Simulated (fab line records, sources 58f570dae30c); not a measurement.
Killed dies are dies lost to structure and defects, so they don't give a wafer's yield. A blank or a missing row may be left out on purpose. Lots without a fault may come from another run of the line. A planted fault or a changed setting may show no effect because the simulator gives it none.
Which tool did it? | flow berkeley_cmos170 | 15 lots, 45 wafers sampled, at 4 steps of a route of 331

WHAT THE GAUGES READ, wafer by wafer
UCB170_START_BOW_MEAS_00. Usual: INCOMING_BOW 0 um, standard deviation 6.2.
lot  | measured    | on            | INCOMING_BOW (um) | flag
L869 | day 1 15:01 | film_metro-04 | 1 -4 7            |
L871 | day 2 01:00 | film_metro-02 | -2 7 -1           |
L872 | day 2 06:00 | film_metro-02 | 0 2 -3            |
L873 | day 2 11:00 | film_metro-04 | -1 -7 4           |
L874 | day 2 16:01 | film_metro-02 | 11 5 5            |
L875 | day 2 21:01 | film_metro-02 | 3 7 3             |
L876 | day 3 02:00 | film_metro-04 | -1 8 4            |
L878 | day 3 12:01 | film_metro-04 | -10 -3 -2         |
L880 | day 3 22:02 | film_metro-04 | 4 -7 6            |
L881 | day 4 03:04 | film_metro-02 | 8 -4 4            |
L883 | day 4 13:00 | film_metro-02 | -7 0 -3           |
L887 | day 5 09:00 | film_metro-04 | 3 2 -21           |
L888 | day 5 14:04 | film_metro-02 | 4 -4 -4           |
L889 | day 5 19:07 | film_metro-04 | 7 3 -11           |
L890 | day 6 00:02 | film_metro-02 | 12 -2 4           |

UCB170_ACTIVE_THK_MEAS_03. Usual: ACTIVE_OXIDE_THK 26.3 nm, standard deviation 0.43.
lot  | measured    | on            | ACTIVE_OXIDE_THK (nm) | flag
L869 | day 4 04:50 | film_metro-04 | 26.1 26.4 26.8        |
L871 | day 4 15:25 | film_metro-04 | 27.0 26.8 26.7        |
L872 | day 4 15:25 | film_metro-01 | 26.2 26.2 26.0        |
L873 | day 4 21:16 | film_metro-01 | 26.9 27.1 26.9        |
L874 | day 5 09:39 | film_metro-04 | 26.0 26.2 26.1        |
L875 | day 5 09:39 | film_metro-01 | 26.6 26.8 26.7        |
L876 | day 5 19:25 | film_metro-04 | 26.4 26.6 26.3        |
L878 | day 5 20:42 | film_metro-04 | 26.4 26.1 26.7        |
L880 | day 6 09:29 | film_metro-01 | 25.5 26.1 25.9        |
L881 | day 6 14:12 | film_metro-04 | 26.3 26.8 26.3        |
L883 | day 6 21:08 | film_metro-04 | 26.7 25.9 25.9        |
L887 | day 8 02:28 | film_metro-04 | 26.5 26.5 26.3        |
L888 | day 8 02:29 | film_metro-02 | 26.5 26.8 26.3        |
L889 | day 8 02:28 | film_metro-01 | 26.6 26.1 26.5        |
L890 | day 8 13:59 | film_metro-02 | 26.2 26.3 26.2        |

UCB170_ACTIVE_OVL_MEAS_14. Usual: ACTIVE_OVL -4 nm, standard deviation 4.7.
lot  | measured    | on         | ACTIVE_OVL (nm) | flag
L869 | day 4 12:46 | overlay-01 | -7 -4 -2        |
L871 | day 4 23:55 | overlay-01 | -4 0 2          |
L872 | day 5 00:50 | overlay-01 | -2 -7 -7        |
L873 | day 5 04:19 | overlay-01 | 1 1 -1          |
L874 | day 5 18:31 | overlay-02 | -2 -4 -7        |
L875 | day 5 18:34 | overlay-01 | -2 -3 -7        |
L876 | day 6 04:14 | overlay-01 | -7 -4 -10       |
L878 | day 6 04:17 | overlay-02 | 2 -1 2          |
L880 | day 6 15:46 | overlay-02 | - - -           | OFF
L881 | day 6 21:52 | overlay-02 | - - -           | OFF
L883 | day 7 05:25 | overlay-01 | - - -           | OFF
L887 | day 8 09:46 | overlay-01 | 0 -2 -6         |
L888 | day 8 10:02 | overlay-01 | -6 -6 -12       |
L889 | day 8 09:40 | overlay-01 | -3 -3 -8        |
L890 | day 8 21:47 | overlay-02 | -2 -2 -1        |

WHICH TOOL RAN EACH LOT (tool, then ch and the chambers of the sampled wafers, then the start)
lot  | UCB170_ACTIVE_DEVELOP_12
L869 | litho_track-01 ch 0, day 4 12:00
L871 | litho_track-01 ch 0, day 4 23:00
L872 | litho_track-02 ch 0, day 5 00:00
L873 | litho_track-02 ch 0, day 5 04:00
L874 | litho_track-02 ch 0, day 5 18:00
L875 | litho_track-03 ch 0, day 5 18:00
L876 | litho_track-01 ch 0, day 6 03:00
L878 | litho_track-03 ch 0, day 6 04:00
L880 | litho_track-01, day 6 15:00
L881 | litho_track-03, day 6 21:00
L883 | litho_track-02, day 7 05:00
L887 | litho_track-02 ch 0, day 8 09:00
L888 | litho_track-03 ch 0, day 8 09:00
L889 | litho_track-03 ch 0, day 8 09:00
L890 | litho_track-02 ch 0, day 8 21:00
- UCB170_ACTIVE_DEVELOP_12: develop time 45 s.

WHAT THE TOOLS THEMSELVES READ (means of the sampled wafers that have a number; where no wafer has one, the mark that the record gives instead)
UCB170_ACTIVE_DEVELOP_12. Usual: chill_plate_temp_C 22.98 C, standard deviation 0.11.
lot  | tool           | chill_plate_temp_C (C) | flag
L869 | litho_track-01 | 23.15                  |
L871 | litho_track-01 | 22.95                  |
L872 | litho_track-02 | 23.03                  |
L873 | litho_track-02 | 22.94                  |
L874 | litho_track-02 | 22.98                  |
L875 | litho_track-03 | 23.00                  |
L876 | litho_track-01 | 22.96                  |
L878 | litho_track-03 | 22.95                  |
L880 | litho_track-01 | -                      | OFF
L881 | litho_track-03 | -                      | OFF
L883 | litho_track-02 | -                      | OFF
L887 | litho_track-02 | 22.94                  |
L888 | litho_track-03 | 22.89                  |
L889 | litho_track-03 | 23.09                  |
L890 | litho_track-02 | 22.91                  |

THE ANSWER, worked out from the rows above alone
Rule: a lot is off if the mean of its wafers that have a number lies more than 3 standard deviations from the usual mean. A lot without any number at a reading at which 4 lots or more have one is off too. The other lots that the step has rows for count as sound. The gauges are gone through in route order, then the tools' own readings, and for those a lot's mean is taken as printed above. The first step at which some lot is off is used, and at that step the reading that is off furthest; a lot without a number counts as furthest.
Off: L880, L881, L883, at UCB170_ACTIVE_OVL_MEAS_14 (ACTIVE_OVL). Without a number there: L880, L881, L883.
A tool fits if, at a process step before that reading, it ran every lot that is off, and no sound lot after the first of them. The gauges at UCB170_ACTIVE_OVL_MEAS_14 aren't tried: what is off there is off at UCB170_ACTIVE_DEVELOP_12 too, on other tools, and a gauge's error can't cause that. None of those tried fits.

WHAT THE SIMULATOR HAD PUT IN
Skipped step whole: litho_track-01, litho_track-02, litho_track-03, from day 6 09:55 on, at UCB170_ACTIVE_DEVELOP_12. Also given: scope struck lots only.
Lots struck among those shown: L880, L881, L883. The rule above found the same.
